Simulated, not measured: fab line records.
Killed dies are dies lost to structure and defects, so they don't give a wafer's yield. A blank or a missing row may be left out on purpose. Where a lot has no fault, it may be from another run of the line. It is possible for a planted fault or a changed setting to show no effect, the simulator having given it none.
A single fault, viewed from 2 desks	flow berkeley_cmos170	each desk holds nothing but its own numbers, with what lay behind them at the end

== THE METROLOGY DESK ==
What the gauges read for every lot (on any tool): the sampled wafers with a number, averaged. Marked OUT: a lot whose mean sits more than 4 standard deviations from the usual mean, which makes it out of limits; the brackets give that distance.
Columns: A = SACOX_OXIDE_THK at UCB170_SACOX_THK_MEAS_02, usual 14.3 nm; B = cd_nm at UCB170_PSD_CD_MEAS_06, usual 1199.7 nm
lot	first seen here	A	B
L787	day 6 06:49	14.7	1201.5
L788	day 6 17:35	14.5	1201.2
L789	day 6 17:39	14.8	1200.0
L795	day 7 03:50	14.5	1198.9
L793	day 7 03:51	14.0	1199.6
L802	day 9 05:14	13.8	1201.1
L803	day 9 05:14	14.3	1200.2
L804	day 9 20:19	14.5	1200.0
L805	day 9 20:20	14.3	1199.7
L806	day 9 20:20	14.4	1200.9
L807	day 10 08:43	14.1	1197.4
L808	day 10 08:44	14.2	1199.2
L809	day 10 08:46	14.4	1200.5
L810	day 10 20:04	14.7	1200.1
Finding of this desk: none of the 14 lots has anything out of limits.

== TOOL OWNER'S DESK, krf_scanner-02 ==
The tool's own readings at UCB170_NSD_EXPOSE_03 (exposes mask NSELECT MOD, target cd 1200 nm): means of the sampled wafers that have a number, for each lot that ran on this tool. Marked OUT: a lot whose mean sits more than 4 standard deviations from the usual mean, which makes it out of limits; the brackets give that distance.
Columns: A = exposure_dose_mJ_cm2 at UCB170_NSD_EXPOSE_03, usual 30.47; B = focus_offset_nm at UCB170_NSD_EXPOSE_03, usual -0.1 nm
lot	first seen here	A	B
L788	day 8 16:59	30.44	-0.9
L802	day 11 02:17	30.47	-0.4
L806	day 11 18:40	30.45	-0.6
L809	day 12 12:14	30.45	-0.4
L807	day 12 12:33	30.44	-0.7
L808	day 12 12:41	30.43	0.7
L810	day 12 12:50	30.46	0.9
Finding of this desk: none of the 7 lots has anything out of limits.

== ALL TOGETHER ==
Metrology desk: nothing out of limits seen.
The desk of the tool owner found nothing out of limits.

== WHAT THE SIMULATOR HAD PUT IN ==
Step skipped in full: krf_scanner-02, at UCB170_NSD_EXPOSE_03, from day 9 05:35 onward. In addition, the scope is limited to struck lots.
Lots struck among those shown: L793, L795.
